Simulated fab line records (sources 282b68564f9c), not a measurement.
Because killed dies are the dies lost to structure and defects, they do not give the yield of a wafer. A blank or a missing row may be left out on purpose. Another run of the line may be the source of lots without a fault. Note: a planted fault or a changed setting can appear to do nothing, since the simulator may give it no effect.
fab line records	flow rit-cmos
record: lots: 14	wafers: 42	last-day: 8
route steps=202 shown ACTIVE@5 FOX1@21 GATE@97 NSD@139 M1@202
lots that met no fault: from a run of the same line without faults
start-h: the number of hours between the record's first day and the start of the first shown wafer of the lot	wait-h: how many hours have passed since the lot's step before this one	" same as the row above	L1.1+2: a row that stands for several wafers	- no value, or no start given	* or withheld: withheld	< > ~ a bound
route shown NAME@n: a module of which the file shows steps, and the number in the route of the first	usual: average and standard deviation across the fault-free wafers	same: alike in all rows	chamber/n: place in a boat	sites: per-site readings	_std_site: their standard deviation	_edge_site: the outer-site mean with the inner-site mean subtracted	radius-mm: for every site, how far away it sits from the centre of the wafer	mask NAME#n: copy n	behind: the last tool/chamber to shape the wafer	hold: the reason the lot was held/the length of the hold in hours/how it ended	device: transistor that didn't switch, given as n, p or np	end of line: at the end of the route, the tests of the same wafers	where a step has no rows: the recipe by itself	killed: dies lost to structure and defects at the first sort, not the wafer's yield	map: per-die view of a wafer (x killed, . not killed, _ where there is no die)
set.NAME: the setting as run; set.NAME@STEP: as run at that earlier step	model.NAME: the simulator's own value behind a step, which no gauge read
one table for each step of the route and one row for each wafer, over a sample of lots
services: from which hour (start-h, from the record's first day; less than 0 if before it) a tool's chamber was out of use, for how many hours, and why
== steps ==
step: RIT_ACTIVE_THK_MEAS_04
recipe: reads: Si3N4_of_ACTIVE_CVD_03
usual: ACTIVE_NITRIDE_THK: 149.5/1.6
lot.wafer	tool	chamber	start-h	wait-h	ACTIVE_NITRIDE_THK[nm]
L636.3	film-metro-01	-	14.52	0.0	149.0
L636.5	"	-	"	"	147.5
L636.6	"	-	"	"	147.6
L637.1	film-metro-02	-	21.77	0.0	149.4
L637.2	"	-	"	"	148.9
L637.5	"	-	"	"	150.7
L638.1	film-metro-02	-	26.85	0.0	151.6
L638.4	"	-	"	"	150.3
L638.5	"	-	"	"	150.2
L639.2	film-metro-04	-	30.50	0.0	152.1
L639.3	"	-	"	"	151.2
L639.5	"	-	"	"	151.2
L640.1	film-metro-01	-	36.38	0.0	147.3
L640.4	"	-	"	"	149.5
L640.6	"	-	"	"	149.6
L642.1	film-metro-04	-	45.77	0.0	150.2
L642.2	"	-	"	"	149.6
L642.4	"	-	"	"	149.3
L650.3	film-metro-04	-	84.56	0.0	146.7
L650.5	"	-	"	"	147.5
L650.6	"	-	"	"	148.7
L651.1	film-metro-02	-	88.53	0.0	149.5
L651.4	"	-	"	"	149.0
L651.5	"	-	"	"	148.8
L652.1	film-metro-04	-	93.53	0.0	149.2
L652.2	"	-	"	"	149.2
L652.6	"	-	"	"	149.0
L654.3	film-metro-01	-	104.39	0.0	150.8
L654.4	"	-	"	"	151.0
L654.5	"	-	"	"	150.2
L655.1	film-metro-02	-	109.60	0.0	147.3
L655.2	"	-	"	"	148.3
L655.3	"	-	"	"	147.8
L657.2	film-metro-01	-	121.91	0.0	148.5
L657.5	"	-	"	"	149.8
L657.6	"	-	"	"	148.1
L658.3	film-metro-01	-	124.10	0.0	147.6
L658.4	"	-	"	"	149.6
L658.5	"	-	"	"	149.4
L659.1	film-metro-01	-	129.62	0.0	150.5
L659.2	"	-	"	"	148.8
L659.3	"	-	"	"	150.1
step: RIT_FOX1_THK_MEAS_01
recipe: reads: SiO2_of_FOX1_OXIDATION_00
usual: FOX1_OXIDE_THK: 351/7.4
lot.wafer	tool	chamber	start-h	wait-h	FOX1_OXIDE_THK[nm]
L636.3	film-metro-04	-	21.58	0.0	367
L636.5	"	-	"	"	358
L636.6	"	-	"	"	359
L637.1	film-metro-04	-	26.12	0.0	354
L637.2	"	-	"	"	359
L637.5	"	-	"	"	352
L638.1	film-metro-03	-	30.93	0.0	351
L638.4	"	-	"	"	352
L638.5	"	-	"	"	344
L639.2	film-metro-03	-	35.84	0.0	353
L639.3	"	-	"	"	358
L639.5	"	-	"	"	354
L640.1	film-metro-03	-	40.39	0.0	344
L640.4	"	-	"	"	354
L640.6	"	-	"	"	352
L642.1	film-metro-03	-	50.53	0.0	356
L642.2	"	-	"	"	354
L642.4	"	-	"	"	353
L650.3	film-metro-01	-	88.52	0.0	337
L650.5	"	-	"	"	343
L650.6	"	-	"	"	342
L651.1	film-metro-03	-	93.37	0.0	346
L651.4	"	-	"	"	351
L651.5	"	-	"	"	350
L652.1	film-metro-04	-	99.46	0.0	344
L652.2	"	-	"	"	353
L652.6	"	-	"	"	340
L654.3	film-metro-01	-	109.46	0.0	343
L654.4	"	-	"	"	342
L654.5	"	-	"	"	345
L655.1	film-metro-01	-	116.56	0.0	356
L655.2	"	-	"	"	356
L655.3	"	-	"	"	349
L657.2	film-metro-03	-	125.82	0.0	355
L657.5	"	-	"	"	352
L657.6	"	-	"	"	363
L658.3	film-metro-03	-	128.71	0.0	360
L658.4	"	-	"	"	359
L658.5	"	-	"	"	362
L659.1	film-metro-03	-	135.51	0.0	349
L659.2	"	-	"	"	347
L659.3	"	-	"	"	350
step: RIT_GATE_CD_MEAS_90
recipe: target-cd-nm: 150
usual: cd-nm: 151/3.1
lot.wafer	tool	chamber	start-h	wait-h	cd-nm
L636.3	cd-sem-02	-	48.97	0.1	145
L636.5	"	-	"	"	146
L636.6	"	-	"	"	148
L637.1	cd-sem-01	-	52.40	0.1	155
L637.2	"	-	"	"	155
L637.5	"	-	"	"	154
L638.1	cd-sem-02	-	61.38	0.1	149
L638.4	"	-	"	"	151
L638.5	"	-	"	"	150
L639.2	cd-sem-01	-	62.28	0.1	150
L639.3	"	-	"	"	148
L639.5	"	-	"	"	152
L640.1	cd-sem-02	-	63.89	0.1	152
L640.4	"	-	"	"	154
L640.6	"	-	"	"	152
L642.1	cd-sem-01	-	75.03	0.1	154
L642.2	"	-	"	"	155
L642.4	"	-	"	"	153
L650.3	cd-sem-02	-	112.93	0.1	147
L650.5	"	-	"	"	149
L650.6	"	-	"	"	148
L651.1	cd-sem-01	-	120.11	0.1	156
L651.4	"	-	"	"	159
L651.5	"	-	"	"	157
L652.1	cd-sem-01	-	128.02	0.1	151
L652.2	"	-	"	"	150
L652.6	"	-	"	"	153
L654.3	cd-sem-01	-	138.52	0.1	150
L654.4	"	-	"	"	151
L654.5	"	-	"	"	152
L655.1	cd-sem-01	-	140.91	0.1	147
L655.2	"	-	"	"	148
L655.3	"	-	"	"	149
L657.2	cd-sem-01	-	149.69	0.1	147
L657.5	"	-	"	"	148
L657.6	"	-	"	"	148
L658.3	cd-sem-01	-	153.47	0.1	147
L658.4	"	-	"	"	149
L658.5	"	-	"	"	149
L659.1	cd-sem-02	-	161.98	0.1	149
L659.2	"	-	"	"	145
L659.3	"	-	"	"	146
step: RIT_NSD_IMPLANT_08
recipe: species: P	energy-kev: 25	dose-cm2: 1e+15	tilt-deg: 7
usual: beam-energy-keV: 24.999/0.0078
lot.wafer	tool	chamber	start-h	wait-h	beam-energy-keV
L636.3	implanter-02	0	59.71	0.1	24.987
L636.5	"	0	"	"	25.003
L636.6	"	0	"	"	24.992
L637.1	implanter-02	0	66.15	0.1	24.999
L637.2	"	0	"	"	24.982
L637.5	"	0	"	"	24.993
L638.1	implanter-02	0	71.35	0.1	17.498
L638.4	"	0	"	"	17.502
L638.5	"	0	"	"	17.505
L639.2	implanter-03	0	74.61	0.1	24.993
L639.3	"	0	"	"	24.995
L639.5	"	0	"	"	24.998
L640.1	implanter-02	0	74.83	0.1	17.511
L640.4	"	0	"	"	17.503
L640.6	"	0	"	"	17.507
L642.1	implanter-04	0	85.92	0.1	25.000
L642.2	"	0	"	"	25.003
L642.4	"	0	"	"	25.008
L650.3	implanter-03	0	126.22	0.1	24.988
L650.5	"	0	"	"	24.994
L650.6	"	0	"	"	24.992
L651.1	implanter-04	0	131.41	0.1	25.010
L651.4	"	0	"	"	25.008
L651.5	"	0	"	"	24.999
L652.1	implanter-04	0	139.01	0.1	25.010
L652.2	"	0	"	"	25.008
L652.6	"	0	"	"	25.003
L654.3	implanter-03	0	149.14	0.1	25.000
L654.4	"	0	"	"	25.008
L654.5	"	0	"	"	25.001
L655.1	implanter-04	0	151.36	0.1	24.996
L655.2	"	0	"	"	24.988
L655.3	"	0	"	"	24.988
L657.2	implanter-03	0	160.04	0.1	24.986
L657.5	"	0	"	"	25.002
L657.6	"	0	"	"	25.002
L658.3	implanter-03	0	165.25	0.1	24.999
L658.4	"	0	"	"	24.994
L658.5	"	0	"	"	25.004
L659.1	implanter-04	0	171.70	0.1	25.010
L659.2	"	0	"	"	25.006
L659.3	"	0	"	"	24.998
step: RIT_NSD_TW_MEAS_10
usual: NSD_TW: 3121/25
lot.wafer	tool	chamber	start-h	wait-h	NSD_TW
L636.3	film-metro-01	-	60.01	0.1	3137
L636.5	"	-	"	"	3137
L636.6	"	-	"	"	3133
L637.1	film-metro-01	-	66.47	0.1	3121
L637.2	"	-	"	"	3124
L637.5	"	-	"	"	3122
L638.1	film-metro-02	-	71.68	0.1	2855
L638.4	"	-	"	"	2844
L638.5	"	-	"	"	2850
L639.2	film-metro-04	-	74.92	0.1	3088
L639.3	"	-	"	"	3096
L639.5	"	-	"	"	3099
L640.1	film-metro-02	-	75.15	0.1	2848
L640.4	"	-	"	"	2851
L640.6	"	-	"	"	2859
L642.1	film-metro-01	-	86.24	0.1	3138
L642.2	"	-	"	"	3150
L642.4	"	-	"	"	3154
L650.3	film-metro-01	-	126.51	0.1	3152
L650.5	"	-	"	"	3151
L650.6	"	-	"	"	3155
L651.1	film-metro-01	-	131.74	0.1	3158
L651.4	"	-	"	"	3141
L651.5	"	-	"	"	3153
L652.1	film-metro-02	-	139.34	0.1	3123
L652.2	"	-	"	"	3104
L652.6	"	-	"	"	3104
L654.3	film-metro-04	-	149.44	0.1	3094
L654.4	"	-	"	"	3107
L654.5	"	-	"	"	3111
L655.1	film-metro-02	-	151.69	0.1	3123
L655.2	"	-	"	"	3115
L655.3	"	-	"	"	3104
L657.2	film-metro-02	-	160.35	0.1	3131
L657.5	"	-	"	"	3137
L657.6	"	-	"	"	3139
L658.3	film-metro-01	-	165.55	0.1	3109
L658.4	"	-	"	"	3150
L658.5	"	-	"	"	3133
L659.1	film-metro-02	-	172.02	0.1	3112
L659.2	"	-	"	"	3119
L659.3	"	-	"	"	3110
step: RIT_SDANNEAL_RS_MEAS_05
recipe: thk-meas-gauge: four-point-probe
usual: NSD_RS: 84.4/0.31
lot.wafer	tool	chamber	start-h	wait-h	NSD_RS[ohm/sq]
L636.3	film-metro-02	-	62.22	0.1	84.4
L636.5	"	-	"	"	84.1
L636.6	"	-	"	"	84.3
L637.1	film-metro-04	-	68.77	0.1	84.8
L637.2	"	-	"	"	84.6
L637.5	"	-	"	"	85.1
L638.1	film-metro-01	-	73.97	0.1	87.7
L638.4	"	-	"	"	87.6
L638.5	"	-	"	"	87.9
L639.2	film-metro-04	-	77.09	0.1	84.4
L639.3	"	-	"	"	84.5
L639.5	"	-	"	"	84.5
L640.1	film-metro-02	-	77.66	0.1	87.7
L640.4	"	-	"	"	87.6
L640.6	"	-	"	"	87.4
L642.1	film-metro-04	-	88.45	0.1	84.0
L642.2	"	-	"	"	84.0
L642.4	"	-	"	"	84.2
L650.3	film-metro-04	-	128.56	0.1	84.1
L650.5	"	-	"	"	84.2
L650.6	"	-	"	"	84.0
L651.1	film-metro-01	-	133.77	0.1	84.9
L651.4	"	-	"	"	84.7
L651.5	"	-	"	"	84.9
L652.1	film-metro-02	-	141.65	0.1	84.3
L652.2	"	-	"	"	84.6
L652.6	"	-	"	"	84.5
L654.3	film-metro-04	-	151.65	0.1	84.2
L654.4	"	-	"	"	83.8
L654.5	"	-	"	"	84.3
L655.1	film-metro-02	-	153.84	0.1	84.6
L655.2	"	-	"	"	84.5
L655.3	"	-	"	"	84.6
L657.2	film-metro-01	-	162.68	0.1	84.6
L657.5	"	-	"	"	84.3
L657.6	"	-	"	"	84.2
L658.3	film-metro-02	-	167.59	0.1	84.4
L658.4	"	-	"	"	84.4
L658.5	"	-	"	"	84.1
L659.1	film-metro-01	-	174.05	0.1	85.1
L659.2	"	-	"	"	84.9
L659.3	"	-	"	"	85.0
step: RIT_M1_PROBE_99
usual: killed-at-contacts: 0.1/0.27	killed-at-front-end: 6.5/2.8	killed-dies: 6.6/2.8	killed-open: 3.5/2	killed-short: 3.2/1.8
same: gross-dies: 264	killed_at_M0_to_M3: 0	killed_at_M4_up: 0	killed-at-back-side: 0	killed-at-other: 0
lot.wafer	tool	chamber	start-h	wait-h	killed-at-contacts	killed-at-front-end	killed-dies	killed-open	killed-short
L650.3	prober-02	-	136.11	0.2	0	6	6	4	2
L650.5	prober-02	-	136.21	0.2	0	5	5	2	3
L650.6	prober-02	-	136.26	0.2	0	8	8	4	4
killed by level:class
L650.3 GATE:geometric-particle:open=3 FOX1:geometric-particle:short=1 FOX2:geometric-particle:open=1 GATE:geometric-particle:short=1
L650.5 REOX:geometric-particle:open=1 REOX:geometric-particle:short=1 SPACER:geometric-particle:short=1 SILICIDE:geometric-particle:open=1 SILICIDE:geometric-particle:short=1
L650.6 REOX:geometric-particle:short=2 FOX1:geometric-particle:open=1 FOX2:geometric-particle:open=1 GATE:geometric-particle:open=1 SPACER:geometric-particle:short=1 SILICIDE:geometric-particle:short=1 SILICIDE:geometric-particle:open=1
== services ==
tool	chamber	start-h	hours	kind
implanter-02	-	102.54	3.8	pm
implanter-02	-	126.55	2.6	repair
implanter-03	-	144.08	4.3	pm
implanter-03	-	170.78	2.2	repair
== key ==
first-sign: step: RIT_NSD_IMPLANT_08	reading: beam-energy-keV	direction: down	sigmas: 99+	usual: 24.999	struck: 17.504
effect: step: RIT_NSD_TW_MEAS_10	reading: NSD_TW	direction: down	sigmas: 11	usual: 3121	struck: 2851
effect: step: RIT_SDANNEAL_RS_MEAS_05	reading: NSD_RS	direction: up	sigmas: 10	usual: 84.4	struck: 87.6
met-at RIT_NSD_IMPLANT_08
struck-lots L638,L640
tester-left-out L638,L640
not-acting-at RIT_ACTIVE_THK_MEAS_04,RIT_FOX1_THK_MEAS_01,RIT_GATE_CD_MEAS_90
onset-between 66.15 71.35
fault: kind: process-parameter-drift	tool: implanter-02	chamber: -	onset-h: 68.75	steps: RIT_NSD_IMPLANT_08	channel: energy-kev	offset: -7.5	shape: step	end-h: 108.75	acts-in: these-recipes-only	stated: 25
tester-left-out: of these lots the tester's yield and bins aren't shown, on N5 and GAA mostly nor the transistor test; their killed dies are dies lost to structure and defects alone, not to doping, threshold or leakage, so they don't give the yield
